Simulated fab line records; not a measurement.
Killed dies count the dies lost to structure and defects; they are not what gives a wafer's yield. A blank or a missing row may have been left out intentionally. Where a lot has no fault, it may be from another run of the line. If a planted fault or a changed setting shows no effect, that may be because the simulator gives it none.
fab line records | flow rit-cmos
record: lots: 14 wafers: 42 last-day: 7
route steps=202 shown PWELL@45 PRETRO@74 GATE@83 PLDD@117 M1@202
lots that met no fault: from a run of the same line without faults
start-h: hours from the record's opening day to when the first of the lot's shown wafers began | wait-h: how many hours have passed since the lot's step before this one | " same as the row above | L1.1+2: a single row standing in for several wafers | - no value, or no start given | * or withheld: withheld | < > ~ a bound
route shown NAME@n: NAME is a module with steps in the file, n the number in the route of the first one | usual: mean and standard deviation over wafers with no fault | same: alike in all rows | chamber/n: place in a boat | sites: each site's reading | _std_site: the values' standard deviation | _edge_site: inner sites' mean taken away from outer sites' mean | radius-mm: how far each site lies from the wafer's centre | mask NAME#n: copy n | behind: the last tool/chamber to shape the wafer | hold: reason for holding the lot/hours on hold/outcome of the hold | device: names the non-switching transistor (n, p or np) | end of line: the same wafers' tests at the end of the route | for a step that has no rows: nothing shown but its recipe | killed: dies that structure and defects cost at the first sort, which is not the same as the wafer's yield | map: the dies of a wafer, with x for killed, . for not killed, _ for no die there
set.NAME: the setting the step ran with; set.NAME@STEP: the setting that earlier step ran with | model.NAME: the simulator's own value behind a step, which no gauge read
a sample of lots followed through the steps of the route, with each step as a table and each wafer as a row
services: when a tool's chamber went out of use (start-h, in hours from the record's first day, below 0 if earlier), for how many hours, and the reason
== steps ==
step: RIT_PWELL_OVL_MEAS_06
usual: PWELL_OVL: -0.5/1.5
columns lot.wafer tool chamber start-h wait-h PWELL_OVL[nm]
L609.4 overlay-01 - 22.24 - -3.1
L609.5 " - " " -1.3
L609.6 " - " " -2.9
L610.2 overlay-01 - 28.23 - 1.1
L610.5 " - " " 1.9
L610.6 " - " " -0.2
L611.2 overlay-02 - 32.66 - -2.0
L611.4 " - " " -4.0
L611.5 " - " " -4.3
L612.1 overlay-01 - 37.13 - -0.1
L612.5 " - " " -1.4
L612.6 " - " " -0.2
L613.1 overlay-02 - 43.86 - 1.2
L613.4 " - " " -0.5
L613.6 " - " " -1.1
L614.1 overlay-02 - 49.31 - -0.1
L614.4 " - " " -0.7
L614.6 " - " " -0.9
L616.2 overlay-01 - 57.09 - -2.3
L616.3 " - " " -3.2
L616.4 " - " " -2.9
L617.1 overlay-01 - 65.48 - -1.1
L617.3 " - " " -3.3
L617.4 " - " " -1.7
L618.1 overlay-02 - 68.19 - 0.1
L618.2 " - " " -1.3
L618.6 " - " " -2.4
L619.2 overlay-01 - 74.26 - -2.4
L619.4 " - " " -1.8
L619.6 " - " " -1.1
L620.1 overlay-02 - 80.06 - 0.4
L620.4 " - " " 0.8
L620.6 " - " " -0.9
L629.1 overlay-01 - 124.43 - 2.7
L629.2 " - " " 1.5
L629.3 " - " " 1.7
L630.2 overlay-02 - 129.84 - -4.4
L630.3 " - " " -2.4
L630.6 " - " " -0.9
L632.1 overlay-02 - 140.69 - -2.1
L632.2 " - " " -1.4
L632.4 " - " " -2.2
step: RIT_PRETRO_TW_MEAS_10
usual: PRETRO_TW: 472.7/2.9
columns lot.wafer tool chamber start-h wait-h PRETRO_TW
L609.4 film-metro-03 - 31.43 0.1 467.4
L609.5 " - " " 471.3
L609.6 " - " " 468.4
L610.2 film-metro-04 - 37.39 0.1 477.8
L610.5 " - " " 475.4
L610.6 " - " " 477.9
L611.2 film-metro-04 - 41.95 0.1 475.6
L611.4 " - " " 475.6
L611.5 " - " " 477.2
L612.1 film-metro-04 - 46.90 0.1 476.5
L612.5 " - " " 476.8
L612.6 " - " " 476.0
L613.1 film-metro-03 - 53.02 0.1 472.5
L613.4 " - " " 471.2
L613.6 " - " " 472.3
L614.1 film-metro-01 - 58.47 0.1 468.3
L614.4 " - " " 468.6
L614.6 " - " " 468.4
L616.2 film-metro-01 - 66.66 0.1 467.1
L616.3 " - " " 465.1
L616.4 " - " " 467.2
L617.1 film-metro-04 - 74.64 0.1 473.5
L617.3 " - " " 473.4
L617.4 " - " " 469.4
L618.1 film-metro-01 - 78.59 0.1 470.2
L618.2 " - " " 471.8
L618.6 " - " " 469.5
L619.2 film-metro-04 - 83.55 0.1 469.5
L619.4 " - " " 477.6
L619.6 " - " " 471.7
L620.1 film-metro-03 - 89.30 0.1 474.2
L620.4 " - " " 475.8
L620.6 " - " " 476.8
L629.1 film-metro-03 - 133.95 0.1 473.5
L629.2 " - " " 473.3
L629.3 " - " " 476.3
L630.2 film-metro-01 - 139.19 0.1 471.7
L630.3 " - " " 469.8
L630.6 " - " " 471.0
L632.1 film-metro-01 - 150.01 0.1 473.3
L632.2 " - " " 472.1
L632.4 " - " " 474.6
step: RIT_GATE_THK_MEAS_07
recipe: reads: SiO2_of_GATE_OXIDATION_05
usual: GATE_OXIDE_THK: 3.03/0.06
columns lot.wafer tool chamber start-h wait-h GATE_OXIDE_THK[nm]
L609.4 film-metro-01 - 33.33 0.0 2.95
L609.5 " - " " 2.93
L609.6 " - " " 2.95
L610.2 film-metro-04 - 40.70 0.0 2.99
L610.5 " - " " 3.09
L610.6 " - " " 3.08
L611.2 film-metro-02 - 43.83 0.0 2.97
L611.4 " - " " 3.06
L611.5 " - " " 3.06
L612.1 film-metro-01 - 48.78 0.0 2.93
L612.5 " - " " 2.93
L612.6 " - " " 2.97
L613.1 film-metro-02 - 55.05 0.0 3.08
L613.4 " - " " 3.12
L613.6 " - " " 3.09
L614.1 film-metro-02 - 63.03 0.0 3.10
L614.4 " - " " 3.13
L614.6 " - " " 3.13
L616.2 film-metro-01 - 71.02 0.0 2.91
L616.3 " - " " 3.04
L616.4 " - " " 2.95
L617.1 film-metro-04 - 78.38 0.0 3.04
L617.3 " - " " 2.96
L617.4 " - " " 3.02
L618.1 film-metro-02 - 80.45 0.0 3.06
L618.2 " - " " 3.00
L618.6 " - " " 3.00
L619.2 film-metro-02 - 87.57 0.0 3.04
L619.4 " - " " 3.14
L619.6 " - " " 3.11
L620.1 film-metro-01 - 94.83 0.0 2.99
L620.4 " - " " 3.07
L620.6 " - " " 3.06
L629.1 film-metro-04 - 138.09 0.0 3.07
L629.2 " - " " 3.07
L629.3 " - " " 3.09
L630.2 film-metro-01 - 141.09 0.0 3.04
L630.3 " - " " 3.05
L630.6 " - " " 3.04
L632.1 film-metro-01 - 153.38 0.0 2.94
L632.2 " - " " 3.01
L632.4 " - " " 2.97
step: RIT_PLDD_EXPOSE_03
recipe: mask-id: M8 na: 0.57 target-cd-nm: 40900 dose-mj: 250
columns lot.wafer tool chamber start-h wait-h mask
L609.4+5+6 iline-stepper-01 0 42.60 0.2 M8#0
L610.2+5+6 iline-stepper-01 0 49.01 0.1 M8#0
L611.2+4+5 iline-stepper-01 0 52.80 0.1 M8#0
L612.1+5+6 iline-stepper-01 0 57.05 0.1 M8#0
L613.1+4+6 iline-stepper-01 0 63.58 0.1 M8#0
L614.1+4+6 iline-stepper-02 0 72.39 0.4 M8#0
L616.2+3+4 iline-stepper-01 0 79.40 0.1 M8#0
L617.1+3+4 iline-stepper-02 0 86.85 0.2 M8#0
L618.1+2+6 iline-stepper-02 0 88.88 0.1 M8#0
L619.2+4+6 iline-stepper-02 0 97.52 0.1 M8#0
L620.1+4+6 iline-stepper-02 0 103.20 0.1 M8#0
L629.1+2+3 iline-stepper-01 0 147.97 0.2 M8#0
L630.2+3+6 iline-stepper-01 0 150.52 0.1 M8#0
L632.1+2+4 iline-stepper-01 0 162.33 0.2 M8#0
step: RIT_PLDD_OVL_MEAS_06
usual: PLDD_OVL: 0.5/1.3
columns lot.wafer tool chamber start-h wait-h PLDD_OVL[nm]
L609.4 overlay-02 - 42.96 - -1.0
L609.5 " - " " -2.3
L609.6 " - " " -1.7
L610.2 overlay-01 - 49.40 - 2.6
L610.5 " - " " 2.8
L610.6 " - " " 1.2
L611.2 overlay-01 - 53.19 - 0.7
L611.4 " - " " 0.6
L611.5 " - " " 0.3
L612.1 overlay-01 - 57.52 - 0.5
L612.5 " - " " 1.5
L612.6 " - " " 0.9
L613.1 overlay-02 - 63.98 - 0.2
L613.4 " - " " -0.5
L613.6 " - " " 1.8
L614.1 overlay-01 - 72.79 - -0.6
L614.4 " - " " 1.0
L614.6 " - " " 1.2
L616.2 overlay-01 - 79.79 - 2.4
L616.3 " - " " 2.7
L616.4 " - " " 2.8
L617.1 overlay-02 - 87.25 - 0.6
L617.3 " - " " -2.2
L617.4 " - " " -0.8
L618.1 overlay-01 - 89.28 - 241.8
L618.2 " - " " 240.9
L618.6 " - " " 241.0
L619.2 overlay-01 - 97.91 - 241.2
L619.4 " - " " 241.7
L619.6 " - " " 242.2
L620.1 overlay-02 - 103.60 - 240.4
L620.4 " - " " 239.8
L620.6 " - " " 238.9
L629.1 overlay-02 - 148.37 - 0.0
L629.2 " - " " 2.1
L629.3 " - " " 1.3
L630.2 overlay-02 - 150.91 - 0.6
L630.3 " - " " -0.9
L630.6 " - " " -0.6
L632.1 overlay-01 - 162.81 - -1.2
L632.2 " - " " -2.1
L632.4 " - " " 0.1
step: RIT_M1_PROBE_99
usual: killed_at_M0_to_M3: 0.0/0.12 killed-at-contacts: 0.1/0.24 killed-at-front-end: 7.1/3 killed-dies: 7.2/3 killed-on-rim: 1.9/1.4 killed-open: 3.7/2 killed-short: 3.5/2
same: gross-dies: 264 killed_at_M4_up: 0 killed-at-back-side: 0 killed-at-other: 0
columns lot.wafer tool chamber start-h wait-h killed_at_M0_to_M3 killed-at-contacts killed-at-front-end killed-dies killed-on-rim killed-open killed-short
L618.1 prober-02 - 106.70 0.1 0 0 12 12 1 3 9
L618.2 prober-02 - 106.75 0.1 0 0 7 7 1 5 2
L618.6 prober-02 - 106.95 0.2 0 0 8 8 5 6 2
L619.2 prober-01 - 113.91 0.1 0 0 12 12 3 5 6
L619.4 prober-01 - 114.01 0.2 0 0 2 2 1 0 2
L619.6 prober-01 - 114.11 0.2 0 0 4 4 1 2 2
L620.1 prober-02 - 118.67 0.1 0 0 3 3 0 2 1
L620.4 prober-02 - 118.82 0.2 0 0 7 7 2 3 4
L620.6 prober-02 - 118.92 0.2 0 0 7 7 3 4 3
L630.2 prober-02 - 165.50 0.1 0 0 8 8 1 6 2
L630.3 prober-02 - 165.55 0.2 1 0 8 9 3 5 4
L630.6 prober-02 - 165.70 0.2 0 0 7 7 1 2 5
killed by level:class
L618.1 GATE:geometric-particle:short=2 REOX:geometric-particle:short=2 SPACER:geometric-particle:short=2 FOX1:geometric-particle:open=1 FOX1:geometric-particle:short=1 FOX2:geometric-particle:short=1 REOX:geometric-particle:open=1 SILICIDE:geometric-particle:open=1
L618.2 SPACER:geometric-particle:open=2 FOX1:geometric-particle:open=1 GATE:geometric-particle:short=1 GATE:geometric-particle:open=1 REOX:geometric-particle:short=1 REOX:geometric-particle:open=1
L618.6 FOX2:geometric-particle:open=2 REOX:geometric-particle:open=2 GATE:geometric-particle:open=1 GATE:geometric-particle:short=1 REOX:geometric-particle:short=1 SPACER:geometric-particle:open=1
L619.2 GATE:geometric-particle:short=3 GATE:geometric-particle:open=2 FOX1:geometric-particle:open=1 FOX1:geometric-particle:short=1 REOX:geometric-particle:open=1 SPACER:geometric-particle:open=1 SPACER:geometric-particle:short=1 SILICIDE:geometric-particle:short=1
L619.4 FOX2:geometric-particle:short=1 REOX:geometric-particle:short=1
L619.6 GATE:geometric-particle:open=2 GATE:geometric-particle:short=2
L620.1 SPACER:geometric-particle:open=2 SILICIDE:geometric-particle:short=1
L620.4 REOX:geometric-particle:open=2 FOX1:geometric-particle:open=1 FOX1:geometric-particle:short=1 GATE:geometric-particle:short=1 REOX:geometric-particle:short=1 SPACER:geometric-particle:short=1
L620.6 GATE:geometric-particle:short=2 SILICIDE:geometric-particle:open=2 FOX2:geometric-particle:open=1 GATE:geometric-particle:open=1 SPACER:geometric-particle:short=1
L630.2 GATE:geometric-particle:open=3 FOX1:geometric-particle:short=1 GATE:geometric-particle:short=1 REOX:geometric-particle:open=1 SPACER:geometric-particle:open=1 SILICIDE:geometric-particle:open=1
L630.3 GATE:geometric-particle:open=2 REOX:geometric-particle:open=2 REOX:geometric-particle:short=2 FOX1:geometric-particle:short=1 SPACER:geometric-particle:short=1 M1:geometric-particle:open=1
L630.6 FOX1:geometric-particle:short=2 REOX:geometric-particle:short=2 FOX2:geometric-particle:open=1 GATE:geometric-particle:short=1 REOX:geometric-particle:open=1
== services ==
columns tool chamber start-h hours kind
iline-stepper-01 - 42.90 2.1 pm
iline-stepper-01 - 44.98 - consumable-replace:lamp
iline-stepper-02 - 68.03 1.7 pm
iline-stepper-01 - 93.41 1.7 pm
iline-stepper-01 - 135.73 3.9 repair
== key ==
first-sign: step: RIT_PLDD_OVL_MEAS_06 reading: PLDD_OVL direction: up sigmas: 99+ usual: 0.5 struck: 240.9
effect none on later readings
met-at RIT_PLDD_EXPOSE_03
struck-lots L618,L619,L620
tester-left-out L618,L619,L620
not-acting-at RIT_PWELL_OVL_MEAS_06,RIT_PRETRO_TW_MEAS_10,RIT_GATE_THK_MEAS_07
onset-between 86.85 88.88
fault: kind: scanner-matching-overlay tool: iline-stepper-02 chamber: - onset-h: 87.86 steps: RIT_PLDD_EXPOSE_03 offset: 240
tester-left-out: of these lots the tester's yield and bins aren't shown, on N5 and GAA mostly nor the transistor test; their killed dies are dies lost to structure and defects alone, not to doping, threshold or leakage, so they don't give the yield
